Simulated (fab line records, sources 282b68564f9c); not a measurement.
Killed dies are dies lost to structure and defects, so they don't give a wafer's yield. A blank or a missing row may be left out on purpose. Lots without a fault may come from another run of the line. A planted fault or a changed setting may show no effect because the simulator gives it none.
Which tool did it? | flow rit_cmos | 7 lots, 21 wafers sampled, at 2 steps of a route of 202

WHAT THE GAUGES READ, wafer by wafer
RIT_CONTACT_THK_MEAS_01.
lot  | measured    | on            | CONTACT_TEOS_THK (nm)
L439 | day 3 08:14 | film_metro-01 | 397 398 400
L442 | day 3 21:32 | film_metro-01 | 394 393 401
L444 | day 4 07:57 | film_metro-01 | 393 395 401
L448 | day 5 05:46 | film_metro-01 | 395 400 404
L452 | day 6 02:32 | film_metro-03 | 387 380 381
L457 | day 7 02:43 | film_metro-01 | 401 408 409
L460 | day 7 18:35 | film_metro-03 | 398 402 407

WHICH TOOL RAN EACH LOT (tool, then ch and the chambers of the sampled wafers, then the start)
lot  | RIT_CONTACT_CVD_00
L439 | pecvd-04 ch 1,2, day 3 08:10
L442 | pecvd-04 ch 0,1, day 3 21:29
L444 | pecvd-03 ch 0,1,2, day 4 07:54
L448 | pecvd-04 ch 0,1,2, day 5 05:43
L452 | pecvd-02 ch 0,1,2, day 6 02:29
L457 | pecvd-04 ch 1,2, day 7 02:38
L460 | pecvd-04 ch 1,2, day 7 18:32
- RIT_CONTACT_CVD_00: deposits SiO2 from TEOS, target thk 400 nm, time 61 s.

THE ANSWER, worked out from the rows above alone
Rule: what is usual is taken from the lots themselves. Put in order of their means at a reading, lots are off if they are a third of the lots or fewer, leave a main group of 4 or more, and stand apart from it by a gap of 3 or more times the standard deviation of the main group's means; of several such gaps the widest counts. A main group whose means are all the same, to the digits that the tables above print for the reading, isn't used. A lot without any number at a reading at which 4 lots or more have one is off too. The other lots that the step has rows for count as sound.
Off: L452, at RIT_CONTACT_THK_MEAS_01 (CONTACT_TEOS_THK). The main group: mean 400 nm, standard deviation 3.5.
A tool fits if, at a process step before that reading, it ran every lot that is off, and no sound lot after the first of them. The gauges at RIT_CONTACT_THK_MEAS_01 are tried like those tools. One fits: pecvd-02 at RIT_CONTACT_CVD_00. It ran no sound lot before its first lot that is off in this sample, so the start can't be narrowed down.

WHAT THE SIMULATOR HAD PUT IN
Process parameter drift: pecvd-02, from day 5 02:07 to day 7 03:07, at RIT_CONTACT_CVD_00. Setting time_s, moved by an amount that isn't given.
Lots struck among those shown: L452. The rule above found the same.
